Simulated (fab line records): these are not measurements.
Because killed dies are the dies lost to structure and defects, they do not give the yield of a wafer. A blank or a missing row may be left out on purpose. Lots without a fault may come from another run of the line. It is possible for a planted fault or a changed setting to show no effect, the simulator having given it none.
Lot-split experiment | flow berkeley cmos170 | 5 lots, 23 wafers read, on a route of 331 steps

## ON THE SPLIT
At UCB170_V2_ETCH_14 (etches SiO2 in CHF3/CF4/Ar, stops on Al, target depth 1250 nm, time 291 s), the setting rf w was moved away from the recipe's 700 W on 8 of the 23 wafers read, by -9.7% to -4.5%. For the rest of the wafers, this setting stayed at what the recipe calls for.

The split's own step is where the reading is taken.

## THE READING
KrF_of_V2_COAT_07.thk nm (the simulator's own value, which no gauge read), in nm, at UCB170_V2_ETCH_14 (etches SiO2 in CHF3/CF4/Ar, stops on Al, target depth 1250 nm, time 291 s). No usual value for it is given in the file. Average 613.3 nm, standard deviation 3.1 nm, over the 15 wafers here run with the recipe.

wafer  | tool, chamber at the split | rf w as run, W | against the recipe | KrF_of_V2_COAT_07.thk nm, nm | against lot-mates on the recipe
L074.1 | rie diel-04, 3             | 700            | recipe             | 612.8                        | -
L074.3 | rie diel-04, 0             | 700            | recipe             | 615.8                        | -
L074.4 | rie diel-04, 2             | 700            | recipe             | 618                          | -
L074.5 | rie diel-04, 3             | 700            | recipe             | 611                          | -
L074.6 | rie diel-04, 2             | 700            | recipe             | 615.2                        | -
L077.2 | rie diel-02, 0             | 646.3          | -7.7%              | 628.2                        | +16.7
L077.3 | rie diel-02, 2             | 700            | recipe             | 609.9                        | -
L077.4 | rie diel-02, 1             | 700            | recipe             | 610.9                        | -
L077.5 | rie diel-02, 1             | 700            | recipe             | 613.6                        | -
L077.6 | rie diel-02, 0             | 646.3          | -7.7%              | 629.7                        | +18.2
L081.2 | rie diel-02, 2             | 631.8          | -9.7%              | 622.1                        | +12.6
L081.3 | rie diel-02, 0             | 631.8          | -9.7%              | 633.8                        | +24.3
L081.4 | rie diel-02, 2             | 700            | recipe             | 609.9                        | -
L081.5 | rie diel-02, 3             | 700            | recipe             | 609.1                        | -
L081.6 | rie diel-02, 0             | 631.8          | -9.7%              | 633.4                        | +23.9
L084.1 | rie diel-04, 2             | 700            | recipe             | 617.4                        | -
L084.4 | rie diel-04, 3             | 700            | recipe             | 609.6                        | -
L084.5 | rie diel-04, 3             | 700            | recipe             | 612.1                        | -
L085.1 | rie diel-01, 3             | 700            | recipe             | 616                          | -
L085.3 | rie diel-01, 2             | 668.4          | -4.5%              | 621.6                        | +4.6
L085.4 | rie diel-01, 0             | 668.4          | -4.5%              | 614.5                        | -2.5
L085.5 | rie diel-01, 2             | 700            | recipe             | 618                          | -
L085.6 | rie diel-01, 1             | 668.4          | -4.5%              | 621.9                        | +4.9

THE FIT
A straight line over all 23 wafers: KrF_of_V2_COAT_07.thk nm changes by -1.75 nm for each +1% of rf w; r = -0.88; the points scatter about the line by 3.7 nm.
The same after taking each lot's own level away (the mean of its wafers on the recipe; 23 wafers): -2 nm for each +1%; r = -0.89; scatter 4 nm.
The reading moves by 19 nm for the largest change in rf w, on that fit.
Measured against the standard deviation above, the lots' own levels, which go from 609.50 to 617.00 nm, span 2.4 times it.
In other words, the slope is changed by the lot-to-lot level; the two fits disagree.
Check: for one of the wafers moved furthest among these (-9.7%), held out of the fit, the line's prediction against its lot-mates is +20.5 nm. Against them it came out at +12.6 nm.

## OTHER SPLITS APPLIED TO THESE WAFERS
These wafers also went through other splits before the reading. Each is held against what the fit with the lots' levels taken away leaves over:
other split on the same wafers      | wafers away from the commonest value | r with KrF_of_V2_COAT_07.thk nm (lot level and that fit taken away)
UCB170_V1_ETCH_14 time s            | 9                                    | -0.42
UCB170_V2_CMP_02 leave above ref nm | 10                                   | -0.21

## THE WHOLE CHAIN: every reading that the file lists as answering this split, in the file's order
step               | what it does                                                              | reading                                                                   | change (the file's fit)              | r (the file's)
UCB170_V2_ETCH_14  | etches SiO2 in CHF3/CF4/Ar, stops on Al, target depth 1250 nm, time 291 s | KrF_of_V2_COAT_07.thk nm (the simulator's own value, which no gauge read) | -1.96 nm for each +1% of the setting | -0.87
UCB170_V2_STRIP_15 | strips in O2                                                              | strip time to endpoint s                                                  | withheld for each +1% of the setting | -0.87

## THE FILE'S OWN FIT
KrF_of_V2_COAT_07.thk nm changes by -1.96 nm for each +1% of rf w, r = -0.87.
